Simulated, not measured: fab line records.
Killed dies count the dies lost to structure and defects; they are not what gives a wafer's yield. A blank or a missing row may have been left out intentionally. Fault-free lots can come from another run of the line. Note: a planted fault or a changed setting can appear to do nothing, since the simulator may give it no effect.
fab line records :: flow rit_cmos
record:
  lots: 15
  wafers: 45
  last_day: 7
route steps=202 shown ACTIVE@1 PWELL@48 CONTACT@174
lots untouched by any fault: they come from a run of this same line in which no faults occurred
start_h: start of the lot's first displayed wafer, in hours after the record's first day :: wait_h: time in hours since the lot's previous step :: " unchanged from the row above :: L1.1+2: one row covering several wafers at once :: - either no value or no given start :: * or withheld: withheld :: < > ~ a bound
route shown NAME@n: names a module that has steps shown in the file, with the first one's number in the route :: usual: average and standard deviation across the fault-free wafers :: same: alike in all rows :: chamber/n: place in a boat :: sites: readings site by site :: _std_site: standard deviation across them :: _edge_site: mean of outer sites minus mean of inner sites :: radius_mm: how far each site lies from the wafer's centre :: mask NAME#n: copy n :: behind: tool/chamber where the wafer was last shaped :: hold: the reason the lot was held/the length of the hold in hours/how it ended :: device: the transistor (n, p or np) that didn't switch :: end of line: the tests these same wafers got at the end of their route :: where a step has no rows: the recipe by itself :: killed: not the wafer's yield, but the dies lost to structure and defects at the first sort :: map: dies across one wafer; x = killed, . = not, _ = none there
set.NAME: the run value of the setting; set.NAME@STEP: its run value at that earlier step :: model.NAME: the simulator's own value behind a step, which no gauge read
the route's steps for a sample of lots (tables are steps, rows are wafers)
services: from which hour (start_h, from the record's first day; less than 0 if before it) a tool's chamber was out of use, for how many hours, and why
== steps ==
step: RIT_ACTIVE_BOW_MEAS_00
recipe:
  mode: bow
usual:
  INCOMING_BOW: 0/6.2
lot.wafer: L508.1
tool: film_metro-03
chamber: -
start_h: 15.00
wait_h: -
INCOMING_BOW[um]: 5

lot.wafer: L508.2
tool: film_metro-03
chamber: -
start_h: 15.00
wait_h: -
INCOMING_BOW[um]: 2

lot.wafer: L508.4
tool: film_metro-03
chamber: -
start_h: 15.00
wait_h: -
INCOMING_BOW[um]: -3

lot.wafer: L510.1
tool: film_metro-01
chamber: -
start_h: 25.00
wait_h: -
INCOMING_BOW[um]: 4

lot.wafer: L510.4
tool: film_metro-01
chamber: -
start_h: 25.00
wait_h: -
INCOMING_BOW[um]: -5

lot.wafer: L510.6
tool: film_metro-01
chamber: -
start_h: 25.00
wait_h: -
INCOMING_BOW[um]: 6

lot.wafer: L511.1
tool: film_metro-02
chamber: -
start_h: 30.00
wait_h: -
INCOMING_BOW[um]: 7

lot.wafer: L511.2
tool: film_metro-02
chamber: -
start_h: 30.00
wait_h: -
INCOMING_BOW[um]: 5

lot.wafer: L511.6
tool: film_metro-02
chamber: -
start_h: 30.00
wait_h: -
INCOMING_BOW[um]: 1

lot.wafer: L512.1
tool: film_metro-03
chamber: -
start_h: 35.00
wait_h: -
INCOMING_BOW[um]: 2

lot.wafer: L512.2
tool: film_metro-03
chamber: -
start_h: 35.00
wait_h: -
INCOMING_BOW[um]: 7

lot.wafer: L512.5
tool: film_metro-03
chamber: -
start_h: 35.00
wait_h: -
INCOMING_BOW[um]: -5

lot.wafer: L513.1
tool: film_metro-03
chamber: -
start_h: 40.00
wait_h: -
INCOMING_BOW[um]: -1

lot.wafer: L513.3
tool: film_metro-03
chamber: -
start_h: 40.00
wait_h: -
INCOMING_BOW[um]: -4

lot.wafer: L513.5
tool: film_metro-03
chamber: -
start_h: 40.00
wait_h: -
INCOMING_BOW[um]: 10

lot.wafer: L516.3
tool: film_metro-03
chamber: -
start_h: 55.04
wait_h: -
INCOMING_BOW[um]: 6

lot.wafer: L516.4
tool: film_metro-03
chamber: -
start_h: 55.04
wait_h: -
INCOMING_BOW[um]: 5

lot.wafer: L516.6
tool: film_metro-03
chamber: -
start_h: 55.04
wait_h: -
INCOMING_BOW[um]: 2

lot.wafer: L517.2
tool: film_metro-02
chamber: -
start_h: 60.02
wait_h: -
INCOMING_BOW[um]: 16

lot.wafer: L517.4
tool: film_metro-02
chamber: -
start_h: 60.02
wait_h: -
INCOMING_BOW[um]: -2

lot.wafer: L517.6
tool: film_metro-02
chamber: -
start_h: 60.02
wait_h: -
INCOMING_BOW[um]: 2

lot.wafer: L518.3
tool: film_metro-01
chamber: -
start_h: 65.04
wait_h: -
INCOMING_BOW[um]: 5

lot.wafer: L518.5
tool: film_metro-01
chamber: -
start_h: 65.04
wait_h: -
INCOMING_BOW[um]: 1

lot.wafer: L518.6
tool: film_metro-01
chamber: -
start_h: 65.04
wait_h: -
INCOMING_BOW[um]: -3

lot.wafer: L519.2
tool: film_metro-02
chamber: -
start_h: 70.02
wait_h: -
INCOMING_BOW[um]: -6

lot.wafer: L519.5
tool: film_metro-02
chamber: -
start_h: 70.02
wait_h: -
INCOMING_BOW[um]: -14

lot.wafer: L519.6
tool: film_metro-02
chamber: -
start_h: 70.02
wait_h: -
INCOMING_BOW[um]: -14

lot.wafer: L523.2
tool: film_metro-02
chamber: -
start_h: 90.02
wait_h: -
INCOMING_BOW[um]: -4

lot.wafer: L523.3
tool: film_metro-02
chamber: -
start_h: 90.02
wait_h: -
INCOMING_BOW[um]: -2

lot.wafer: L523.5
tool: film_metro-02
chamber: -
start_h: 90.02
wait_h: -
INCOMING_BOW[um]: -1

lot.wafer: L526.1
tool: film_metro-03
chamber: -
start_h: 105.00
wait_h: -
INCOMING_BOW[um]: -5

lot.wafer: L526.3
tool: film_metro-03
chamber: -
start_h: 105.00
wait_h: -
INCOMING_BOW[um]: -10

lot.wafer: L526.6
tool: film_metro-03
chamber: -
start_h: 105.00
wait_h: -
INCOMING_BOW[um]: 4

lot.wafer: L527.2
tool: film_metro-03
chamber: -
start_h: 110.02
wait_h: -
INCOMING_BOW[um]: -13

lot.wafer: L527.3
tool: film_metro-03
chamber: -
start_h: 110.02
wait_h: -
INCOMING_BOW[um]: 4

lot.wafer: L527.5
tool: film_metro-03
chamber: -
start_h: 110.02
wait_h: -
INCOMING_BOW[um]: -1

lot.wafer: L528.1
tool: film_metro-01
chamber: -
start_h: 115.00
wait_h: -
INCOMING_BOW[um]: -1

lot.wafer: L528.4
tool: film_metro-01
chamber: -
start_h: 115.00
wait_h: -
INCOMING_BOW[um]: 10

lot.wafer: L528.5
tool: film_metro-01
chamber: -
start_h: 115.00
wait_h: -
INCOMING_BOW[um]: 5

lot.wafer: L529.2
tool: film_metro-01
chamber: -
start_h: 120.02
wait_h: -
INCOMING_BOW[um]: 8

lot.wafer: L529.3
tool: film_metro-01
chamber: -
start_h: 120.02
wait_h: -
INCOMING_BOW[um]: -6

lot.wafer: L529.6
tool: film_metro-01
chamber: -
start_h: 120.02
wait_h: -
INCOMING_BOW[um]: -4

lot.wafer: L530.2
tool: film_metro-02
chamber: -
start_h: 125.02
wait_h: -
INCOMING_BOW[um]: -5

lot.wafer: L530.4
tool: film_metro-02
chamber: -
start_h: 125.02
wait_h: -
INCOMING_BOW[um]: 2

lot.wafer: L530.6
tool: film_metro-02
chamber: -
start_h: 125.02
wait_h: -
INCOMING_BOW[um]: -6
step: RIT_ACTIVE_THK_MEAS_02
recipe:
  reads: SiO2_of_ACTIVE_OXIDATION_01
usual:
  ACTIVE_OXIDE_THK: 46.6/0.79
lot.wafer: L508.1
tool: film_metro-03
chamber: -
start_h: 17.05
wait_h: 0.0
ACTIVE_OXIDE_THK[nm]: 46.8

lot.wafer: L508.2
tool: film_metro-03
chamber: -
start_h: 17.05
wait_h: 0.0
ACTIVE_OXIDE_THK[nm]: 47.1

lot.wafer: L508.4
tool: film_metro-03
chamber: -
start_h: 17.05
wait_h: 0.0
ACTIVE_OXIDE_THK[nm]: 45.8

lot.wafer: L510.1
tool: film_metro-02
chamber: -
start_h: 27.05
wait_h: 0.0
ACTIVE_OXIDE_THK[nm]: 46.4

lot.wafer: L510.4
tool: film_metro-02
chamber: -
start_h: 27.05
wait_h: 0.0
ACTIVE_OXIDE_THK[nm]: 47.7

lot.wafer: L510.6
tool: film_metro-02
chamber: -
start_h: 27.05
wait_h: 0.0
ACTIVE_OXIDE_THK[nm]: 47.4

lot.wafer: L511.1
tool: film_metro-01
chamber: -
start_h: 32.05
wait_h: 0.0
ACTIVE_OXIDE_THK[nm]: 45.8

lot.wafer: L511.2
tool: film_metro-01
chamber: -
start_h: 32.05
wait_h: 0.0
ACTIVE_OXIDE_THK[nm]: 46.1

lot.wafer: L511.6
tool: film_metro-01
chamber: -
start_h: 32.05
wait_h: 0.0
ACTIVE_OXIDE_THK[nm]: 45.9

lot.wafer: L512.1
tool: film_metro-01
chamber: -
start_h: 37.05
wait_h: 0.0
ACTIVE_OXIDE_THK[nm]: 46.1

lot.wafer: L512.2
tool: film_metro-01
chamber: -
start_h: 37.05
wait_h: 0.0
ACTIVE_OXIDE_THK[nm]: 45.7

lot.wafer: L512.5
tool: film_metro-01
chamber: -
start_h: 37.05
wait_h: 0.0
ACTIVE_OXIDE_THK[nm]: 47.4

lot.wafer: L513.1
tool: film_metro-02
chamber: -
start_h: 42.05
wait_h: 0.0
ACTIVE_OXIDE_THK[nm]: 46.7

lot.wafer: L513.3
tool: film_metro-02
chamber: -
start_h: 42.05
wait_h: 0.0
ACTIVE_OXIDE_THK[nm]: 47.7

lot.wafer: L513.5
tool: film_metro-02
chamber: -
start_h: 42.05
wait_h: 0.0
ACTIVE_OXIDE_THK[nm]: 47.4

lot.wafer: L516.3
tool: film_metro-03
chamber: -
start_h: 57.35
wait_h: 0.0
ACTIVE_OXIDE_THK[nm]: 45.9

lot.wafer: L516.4
tool: film_metro-03
chamber: -
start_h: 57.35
wait_h: 0.0
ACTIVE_OXIDE_THK[nm]: 47.1

lot.wafer: L516.6
tool: film_metro-03
chamber: -
start_h: 57.35
wait_h: 0.0
ACTIVE_OXIDE_THK[nm]: 46.2

lot.wafer: L517.2
tool: film_metro-02
chamber: -
start_h: 62.06
wait_h: 0.0
ACTIVE_OXIDE_THK[nm]: 46.3

lot.wafer: L517.4
tool: film_metro-02
chamber: -
start_h: 62.06
wait_h: 0.0
ACTIVE_OXIDE_THK[nm]: 46.0

lot.wafer: L517.6
tool: film_metro-02
chamber: -
start_h: 62.06
wait_h: 0.0
ACTIVE_OXIDE_THK[nm]: 46.2

lot.wafer: L518.3
tool: film_metro-02
chamber: -
start_h: 67.07
wait_h: 0.0
ACTIVE_OXIDE_THK[nm]: 46.3

lot.wafer: L518.5
tool: film_metro-02
chamber: -
start_h: 67.07
wait_h: 0.0
ACTIVE_OXIDE_THK[nm]: 45.6

lot.wafer: L518.6
tool: film_metro-02
chamber: -
start_h: 67.07
wait_h: 0.0
ACTIVE_OXIDE_THK[nm]: 47.1

lot.wafer: L519.2
tool: film_metro-03
chamber: -
start_h: 72.06
wait_h: 0.0
ACTIVE_OXIDE_THK[nm]: 46.3

lot.wafer: L519.5
tool: film_metro-03
chamber: -
start_h: 72.06
wait_h: 0.0
ACTIVE_OXIDE_THK[nm]: 46.0

lot.wafer: L519.6
tool: film_metro-03
chamber: -
start_h: 72.06
wait_h: 0.0
ACTIVE_OXIDE_THK[nm]: 46.2

lot.wafer: L523.2
tool: film_metro-03
chamber: -
start_h: 92.06
wait_h: 0.0
ACTIVE_OXIDE_THK[nm]: 46.2

lot.wafer: L523.3
tool: film_metro-03
chamber: -
start_h: 92.06
wait_h: 0.0
ACTIVE_OXIDE_THK[nm]: 45.7

lot.wafer: L523.5
tool: film_metro-03
chamber: -
start_h: 92.06
wait_h: 0.0
ACTIVE_OXIDE_THK[nm]: 46.3

lot.wafer: L526.1
tool: film_metro-02
chamber: -
start_h: 107.05
wait_h: 0.0
ACTIVE_OXIDE_THK[nm]: 45.3

lot.wafer: L526.3
tool: film_metro-02
chamber: -
start_h: 107.05
wait_h: 0.0
ACTIVE_OXIDE_THK[nm]: 46.1

lot.wafer: L526.6
tool: film_metro-02
chamber: -
start_h: 107.05
wait_h: 0.0
ACTIVE_OXIDE_THK[nm]: 44.9

lot.wafer: L527.2
tool: film_metro-02
chamber: -
start_h: 112.06
wait_h: 0.0
ACTIVE_OXIDE_THK[nm]: 47.5

lot.wafer: L527.3
tool: film_metro-02
chamber: -
start_h: 112.06
wait_h: 0.0
ACTIVE_OXIDE_THK[nm]: 47.4

lot.wafer: L527.5
tool: film_metro-02
chamber: -
start_h: 112.06
wait_h: 0.0
ACTIVE_OXIDE_THK[nm]: 47.5

lot.wafer: L528.1
tool: film_metro-03
chamber: -
start_h: 117.05
wait_h: 0.0
ACTIVE_OXIDE_THK[nm]: 46.8

lot.wafer: L528.4
tool: film_metro-03
chamber: -
start_h: 117.05
wait_h: 0.0
ACTIVE_OXIDE_THK[nm]: 45.9

lot.wafer: L528.5
tool: film_metro-03
chamber: -
start_h: 117.05
wait_h: 0.0
ACTIVE_OXIDE_THK[nm]: 46.2

lot.wafer: L529.2
tool: film_metro-02
chamber: -
start_h: 122.06
wait_h: 0.0
ACTIVE_OXIDE_THK[nm]: 46.3

lot.wafer: L529.3
tool: film_metro-02
chamber: -
start_h: 122.06
wait_h: 0.0
ACTIVE_OXIDE_THK[nm]: 45.1

lot.wafer: L529.6
tool: film_metro-02
chamber: -
start_h: 122.06
wait_h: 0.0
ACTIVE_OXIDE_THK[nm]: 46.2

lot.wafer: L530.2
tool: film_metro-02
chamber: -
start_h: 127.06
wait_h: 0.0
ACTIVE_OXIDE_THK[nm]: 45.6

lot.wafer: L530.4
tool: film_metro-02
chamber: -
start_h: 127.06
wait_h: 0.0
ACTIVE_OXIDE_THK[nm]: 45.3

lot.wafer: L530.6
tool: film_metro-02
chamber: -
start_h: 127.06
wait_h: 0.0
ACTIVE_OXIDE_THK[nm]: 45.6
step: RIT_PWELL_STRIP_09
recipe:
  chemistry: O2
  time_s: 180
  resist: NOVOLAK
  platen_temp_c: withheld
  power_w: 500
  pressure_mtorr: 4000
  o2_flow_sccm: 4000
usual:
  drypump_motor_current_A: 5.5/0.36
lot.wafer: L508.1
tool: plasma_asher-04
chamber: 1
start_h: 27.78
wait_h: 0.1
drypump_motor_current_A: 5.6
rf_hours_counter_h: 39

lot.wafer: L508.2
tool: plasma_asher-04
chamber: 0
start_h: 27.78
wait_h: 0.1
drypump_motor_current_A: 5.8
rf_hours_counter_h: 39

lot.wafer: L508.4
tool: plasma_asher-04
chamber: 1
start_h: 27.78
wait_h: 0.1
drypump_motor_current_A: 5.5
rf_hours_counter_h: -

lot.wafer: L510.1
tool: plasma_asher-04
chamber: 1
start_h: 38.80
wait_h: 0.1
drypump_motor_current_A: 5.5
rf_hours_counter_h: 40

lot.wafer: L510.4
tool: plasma_asher-04
chamber: 1
start_h: 38.80
wait_h: 0.1
drypump_motor_current_A: 5.6
rf_hours_counter_h: -

lot.wafer: L510.6
tool: plasma_asher-04
chamber: 0
start_h: 38.80
wait_h: 0.1
drypump_motor_current_A: 5.8
rf_hours_counter_h: -

lot.wafer: L511.1
tool: plasma_asher-04
chamber: 1
start_h: 42.32
wait_h: 0.1
drypump_motor_current_A: 5.5
rf_hours_counter_h: 41

lot.wafer: L511.2
tool: plasma_asher-04
chamber: 0
start_h: 42.32
wait_h: 0.1
drypump_motor_current_A: 5.8
rf_hours_counter_h: 41

lot.wafer: L511.6
tool: plasma_asher-04
chamber: 0
start_h: 42.32
wait_h: 0.1
drypump_motor_current_A: 5.8
rf_hours_counter_h: -

lot.wafer: L512.1
tool: plasma_asher-03
chamber: 1
start_h: 50.72
wait_h: 0.1
drypump_motor_current_A: 5.7
rf_hours_counter_h: 41

lot.wafer: L512.2
tool: plasma_asher-03
chamber: 0
start_h: 50.72
wait_h: 0.1
drypump_motor_current_A: 4.8
rf_hours_counter_h: 41

lot.wafer: L512.5
tool: plasma_asher-03
chamber: 1
start_h: 50.72
wait_h: 0.1
drypump_motor_current_A: 5.7
rf_hours_counter_h: -

lot.wafer: L513.1
tool: plasma_asher-04
chamber: 0
start_h: 53.81
wait_h: 0.1
drypump_motor_current_A: 5.8
rf_hours_counter_h: 42

lot.wafer: L513.3
tool: plasma_asher-04
chamber: 1
start_h: 53.81
wait_h: 0.1
drypump_motor_current_A: 5.5
rf_hours_counter_h: -

lot.wafer: L513.5
tool: plasma_asher-04
chamber: 1
start_h: 53.81
wait_h: 0.1
drypump_motor_current_A: 5.5
rf_hours_counter_h: -

lot.wafer: L516.3
tool: plasma_asher-02
chamber: 1
start_h: 67.80
wait_h: 0.1
drypump_motor_current_A: 5.7
rf_hours_counter_h: -

lot.wafer: L516.4
tool: plasma_asher-02
chamber: 0
start_h: 67.80
wait_h: 0.1
drypump_motor_current_A: 5.3
rf_hours_counter_h: -

lot.wafer: L516.6
tool: plasma_asher-02
chamber: 0
start_h: 67.80
wait_h: 0.1
drypump_motor_current_A: 5.3
rf_hours_counter_h: -

lot.wafer: L517.2
tool: plasma_asher-03
chamber: 1
start_h: 72.72
wait_h: 0.1
drypump_motor_current_A: 5.7
rf_hours_counter_h: 44

lot.wafer: L517.4
tool: plasma_asher-03
chamber: 0
start_h: 72.72
wait_h: 0.1
drypump_motor_current_A: 4.8
rf_hours_counter_h: -

lot.wafer: L517.6
tool: plasma_asher-03
chamber: 1
start_h: 72.72
wait_h: 0.1
drypump_motor_current_A: 5.7
rf_hours_counter_h: -

lot.wafer: L518.3
tool: plasma_asher-03
chamber: 1
start_h: 80.19
wait_h: 0.1
drypump_motor_current_A: 5.7
rf_hours_counter_h: -

lot.wafer: L518.5
tool: plasma_asher-03
chamber: 0
start_h: 80.19
wait_h: 0.1
drypump_motor_current_A: 4.8
rf_hours_counter_h: -

lot.wafer: L518.6
tool: plasma_asher-03
chamber: 1
start_h: 80.19
wait_h: 0.1
drypump_motor_current_A: 5.7
rf_hours_counter_h: -

lot.wafer: L519.2
tool: plasma_asher-03
chamber: 1
start_h: 83.48
wait_h: 0.1
drypump_motor_current_A: 5.7
rf_hours_counter_h: 45

lot.wafer: L519.5
tool: plasma_asher-03
chamber: 1
start_h: 83.48
wait_h: 0.1
drypump_motor_current_A: 5.7
rf_hours_counter_h: -

lot.wafer: L519.6
tool: plasma_asher-03
chamber: 0
start_h: 83.48
wait_h: 0.1
drypump_motor_current_A: 4.8
rf_hours_counter_h: -

lot.wafer: L523.2
tool: plasma_asher-02
chamber: 0
start_h: 102.24
wait_h: 0.1
drypump_motor_current_A: 5.3
rf_hours_counter_h: 47

lot.wafer: L523.3
tool: plasma_asher-02
chamber: 1
start_h: 102.24
wait_h: 0.1
drypump_motor_current_A: 5.8
rf_hours_counter_h: -

lot.wafer: L523.5
tool: plasma_asher-02
chamber: 0
start_h: 102.24
wait_h: 0.1
drypump_motor_current_A: 5.3
rf_hours_counter_h: -

lot.wafer: L526.1
tool: plasma_asher-04
chamber: 0
start_h: 117.75
wait_h: 0.1
drypump_motor_current_A: 5.7
rf_hours_counter_h: 0

lot.wafer: L526.3
tool: plasma_asher-04
chamber: 1
start_h: 117.75
wait_h: 0.1
drypump_motor_current_A: 5.5
rf_hours_counter_h: -

lot.wafer: L526.6
tool: plasma_asher-04
chamber: 0
start_h: 117.75
wait_h: 0.1
drypump_motor_current_A: 5.8
rf_hours_counter_h: -

lot.wafer: L527.2
tool: plasma_asher-04
chamber: 0
start_h: 122.46
wait_h: 0.1
drypump_motor_current_A: 5.8
rf_hours_counter_h: 1

lot.wafer: L527.3
tool: plasma_asher-04
chamber: 0
start_h: 122.46
wait_h: 0.1
drypump_motor_current_A: 5.8
rf_hours_counter_h: -

lot.wafer: L527.5
tool: plasma_asher-04
chamber: 1
start_h: 122.46
wait_h: 0.1
drypump_motor_current_A: 5.5
rf_hours_counter_h: -

lot.wafer: L528.1
tool: plasma_asher-03
chamber: 0
start_h: 128.11
wait_h: 0.1
drypump_motor_current_A: 4.8
rf_hours_counter_h: 50

lot.wafer: L528.4
tool: plasma_asher-03
chamber: 1
start_h: 128.11
wait_h: 0.1
drypump_motor_current_A: 5.7
rf_hours_counter_h: -

lot.wafer: L528.5
tool: plasma_asher-03
chamber: 1
start_h: 128.11
wait_h: 0.1
drypump_motor_current_A: 5.7
rf_hours_counter_h: -

lot.wafer: L529.2
tool: plasma_asher-02
chamber: 1
start_h: 132.71
wait_h: 0.1
drypump_motor_current_A: 5.7
rf_hours_counter_h: 51

lot.wafer: L529.3
tool: plasma_asher-02
chamber: 1
start_h: 132.71
wait_h: 0.1
drypump_motor_current_A: 5.7
rf_hours_counter_h: -

lot.wafer: L529.6
tool: plasma_asher-02
chamber: 0
start_h: 132.71
wait_h: 0.1
drypump_motor_current_A: 5.3
rf_hours_counter_h: -

lot.wafer: L530.2
tool: plasma_asher-04
chamber: 0
start_h: 137.65
wait_h: 0.1
drypump_motor_current_A: 5.7
rf_hours_counter_h: 2

lot.wafer: L530.4
tool: plasma_asher-04
chamber: 1
start_h: 137.65
wait_h: 0.1
drypump_motor_current_A: 5.5
rf_hours_counter_h: -

lot.wafer: L530.6
tool: plasma_asher-04
chamber: 1
start_h: 137.65
wait_h: 0.1
drypump_motor_current_A: 5.6
rf_hours_counter_h: -
step: RIT_CONTACT_PEB_06
recipe:
  resist: NOVOLAK
  temp_c: withheld
  time_s: withheld
usual:
  chill_plate_temp_C: *
  exhaust_pa: 44.9/0.88
lot.wafer: L508.1
tool: litho_track-03
chamber: 0
start_h: 57.20
wait_h: 0.2
chill_plate_temp_C: *
exhaust_pa: 44.0

lot.wafer: L508.2
tool: litho_track-03
chamber: 0
start_h: 57.20
wait_h: 0.2
chill_plate_temp_C: *
exhaust_pa: 43.8

lot.wafer: L508.4
tool: litho_track-03
chamber: 0
start_h: 57.20
wait_h: 0.2
chill_plate_temp_C: *
exhaust_pa: 43.5

lot.wafer: L510.1
tool: litho_track-03
chamber: 0
start_h: 67.88
wait_h: 0.1
chill_plate_temp_C: *
exhaust_pa: 45.1

lot.wafer: L510.4
tool: litho_track-03
chamber: 0
start_h: 67.88
wait_h: 0.1
chill_plate_temp_C: *
exhaust_pa: 44.5

lot.wafer: L510.6
tool: litho_track-03
chamber: 0
start_h: 67.88
wait_h: 0.1
chill_plate_temp_C: *
exhaust_pa: 43.7

lot.wafer: L511.1
tool: litho_track-01
chamber: 0
start_h: 71.86
wait_h: 0.1
chill_plate_temp_C: *
exhaust_pa: 43.8

lot.wafer: L511.2
tool: litho_track-01
chamber: 0
start_h: 71.86
wait_h: 0.1
chill_plate_temp_C: *
exhaust_pa: 44.5

lot.wafer: L511.6
tool: litho_track-01
chamber: 0
start_h: 71.86
wait_h: 0.1
chill_plate_temp_C: *
exhaust_pa: 43.6

lot.wafer: L512.1
tool: litho_track-02
chamber: 0
start_h: 79.86
wait_h: 0.1
chill_plate_temp_C: *
exhaust_pa: 45.1

lot.wafer: L512.2
tool: litho_track-02
chamber: 0
start_h: 79.86
wait_h: 0.1
chill_plate_temp_C: *
exhaust_pa: 44.4

lot.wafer: L512.5
tool: litho_track-02
chamber: 0
start_h: 79.86
wait_h: 0.1
chill_plate_temp_C: *
exhaust_pa: 45.3

lot.wafer: L513.1
tool: litho_track-03
chamber: 0
start_h: 82.95
wait_h: 0.1
chill_plate_temp_C: *
exhaust_pa: 44.7

lot.wafer: L513.3
tool: litho_track-03
chamber: 0
start_h: 82.95
wait_h: 0.1
chill_plate_temp_C: *
exhaust_pa: 44.5

lot.wafer: L513.5
tool: litho_track-03
chamber: 0
start_h: 82.95
wait_h: 0.1
chill_plate_temp_C: *
exhaust_pa: 44.3

lot.wafer: L516.3
tool: litho_track-03
chamber: -
start_h: 96.82
wait_h: 0.2
chill_plate_temp_C: -
exhaust_pa: -

lot.wafer: L516.4
tool: litho_track-03
chamber: -
start_h: 96.82
wait_h: 0.2
chill_plate_temp_C: -
exhaust_pa: -

lot.wafer: L516.6
tool: litho_track-03
chamber: -
start_h: 96.82
wait_h: 0.2
chill_plate_temp_C: -
exhaust_pa: -

lot.wafer: L517.2
tool: litho_track-03
chamber: -
start_h: 100.88
wait_h: 0.1
chill_plate_temp_C: -
exhaust_pa: -

lot.wafer: L517.4
tool: litho_track-03
chamber: -
start_h: 100.88
wait_h: 0.1
chill_plate_temp_C: -
exhaust_pa: -

lot.wafer: L517.6
tool: litho_track-03
chamber: -
start_h: 100.88
wait_h: 0.1
chill_plate_temp_C: -
exhaust_pa: -

lot.wafer: L518.3
tool: litho_track-03
chamber: -
start_h: 110.03
wait_h: 0.1
chill_plate_temp_C: -
exhaust_pa: -

lot.wafer: L518.5
tool: litho_track-03
chamber: -
start_h: 110.03
wait_h: 0.1
chill_plate_temp_C: -
exhaust_pa: -

lot.wafer: L518.6
tool: litho_track-03
chamber: -
start_h: 110.03
wait_h: 0.1
chill_plate_temp_C: -
exhaust_pa: -

lot.wafer: L519.2
tool: litho_track-02
chamber: 0
start_h: 114.31
wait_h: 0.1
chill_plate_temp_C: *
exhaust_pa: 43.7

lot.wafer: L519.5
tool: litho_track-02
chamber: 0
start_h: 114.31
wait_h: 0.1
chill_plate_temp_C: *
exhaust_pa: 44.5

lot.wafer: L519.6
tool: litho_track-02
chamber: 0
start_h: 114.31
wait_h: 0.1
chill_plate_temp_C: *
exhaust_pa: 43.9

lot.wafer: L523.2
tool: litho_track-02
chamber: 0
start_h: 130.95
wait_h: 0.2
chill_plate_temp_C: *
exhaust_pa: 45.1

lot.wafer: L523.3
tool: litho_track-02
chamber: 0
start_h: 130.95
wait_h: 0.2
chill_plate_temp_C: *
exhaust_pa: 44.8

lot.wafer: L523.5
tool: litho_track-02
chamber: 0
start_h: 130.95
wait_h: 0.2
chill_plate_temp_C: *
exhaust_pa: 45.2

lot.wafer: L526.1
tool: litho_track-02
chamber: 0
start_h: 148.45
wait_h: 0.1
chill_plate_temp_C: *
exhaust_pa: 43.9

lot.wafer: L526.3
tool: litho_track-02
chamber: 0
start_h: 148.45
wait_h: 0.1
chill_plate_temp_C: *
exhaust_pa: 46.8

lot.wafer: L526.6
tool: litho_track-02
chamber: 0
start_h: 148.45
wait_h: 0.1
chill_plate_temp_C: *
exhaust_pa: 43.7

lot.wafer: L527.2
tool: litho_track-02
chamber: 0
start_h: 150.74
wait_h: 0.3
chill_plate_temp_C: *
exhaust_pa: 45.6

lot.wafer: L527.3
tool: litho_track-02
chamber: 0
start_h: 150.74
wait_h: 0.3
chill_plate_temp_C: *
exhaust_pa: 45.4

lot.wafer: L527.5
tool: litho_track-02
chamber: 0
start_h: 150.74
wait_h: 0.3
chill_plate_temp_C: *
exhaust_pa: 46.3

lot.wafer: L528.1
tool: litho_track-03
chamber: 0
start_h: 156.49
wait_h: 0.1
chill_plate_temp_C: *
exhaust_pa: 46.4

lot.wafer: L528.4
tool: litho_track-03
chamber: 0
start_h: 156.49
wait_h: 0.1
chill_plate_temp_C: *
exhaust_pa: 44.8

lot.wafer: L528.5
tool: litho_track-03
chamber: 0
start_h: 156.49
wait_h: 0.1
chill_plate_temp_C: *
exhaust_pa: 44.5

lot.wafer: L529.2
tool: litho_track-01
chamber: 0
start_h: 162.28
wait_h: 0.1
chill_plate_temp_C: *
exhaust_pa: 46.4

lot.wafer: L529.3
tool: litho_track-01
chamber: 0
start_h: 162.28
wait_h: 0.1
chill_plate_temp_C: *
exhaust_pa: 45.3

lot.wafer: L529.6
tool: litho_track-01
chamber: 0
start_h: 162.28
wait_h: 0.1
chill_plate_temp_C: *
exhaust_pa: 44.6

lot.wafer: L530.2
tool: litho_track-02
chamber: 0
start_h: 167.45
wait_h: 0.1
chill_plate_temp_C: *
exhaust_pa: 44.1

lot.wafer: L530.4
tool: litho_track-02
chamber: 0
start_h: 167.45
wait_h: 0.1
chill_plate_temp_C: *
exhaust_pa: 43.5

lot.wafer: L530.6
tool: litho_track-02
chamber: 0
start_h: 167.45
wait_h: 0.1
chill_plate_temp_C: *
exhaust_pa: 45.6
== services ==
tool: plasma_asher-03
chamber: -
start_h: 6.39
hours: 0.4
kind: repair

tool: plasma_asher-03
chamber: -
start_h: 9.13
hours: 2.8
kind: pm

tool: plasma_asher-04
chamber: -
start_h: 54.47
hours: 2.2
kind: repair

tool: plasma_asher-04
chamber: -
start_h: 108.75
hours: 9.0
kind: pm

tool: plasma_asher-04
chamber: 0
start_h: 108.75
hours: 9.0
kind: vent_cycle

tool: plasma_asher-04
chamber: 1
start_h: 108.75
hours: 9.0
kind: vent_cycle

tool: plasma_asher-04
chamber: 0
start_h: 117.75
hours: -
kind: clean

tool: plasma_asher-04
chamber: 1
start_h: 117.75
hours: -
kind: clean

tool: plasma_asher-02
chamber: -
start_h: 122.05
hours: 2.1
kind: repair
== key ==
first_sign:
  step: RIT_CONTACT_PEB_06
  reading: tool_record
  direction: missing
effect none on later readings
met_at RIT_CONTACT_PEB_06
struck_lots L516,L517,L518
sort_left_out L516.3,L516.4,L516.6,L517.2,L517.4,L517.6,L518.3,L518.5,L518.6
tester_left_out L516,L517,L518
not_acting_at RIT_ACTIVE_BOW_MEAS_00,RIT_ACTIVE_THK_MEAS_02,RIT_PWELL_STRIP_09
onset_between 82.95 96.82
fault:
  kind: skipped_step_whole
  tool: litho_track-03
  chamber: -
  onset_h: 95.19
  steps: RIT_CONTACT_PEB_06
  scope: struck_lots_only
tester_left_out: of these lots the tester's yield and bins aren't shown, on N5 and GAA mostly nor the transistor test; their killed dies are dies lost to structure and defects alone, not to doping, threshold or leakage, so they don't give the yield
sort_left_out: the simulated sort isn't trusted on such a fault, so these wafers' sort isn't shown, and their yield isn't known
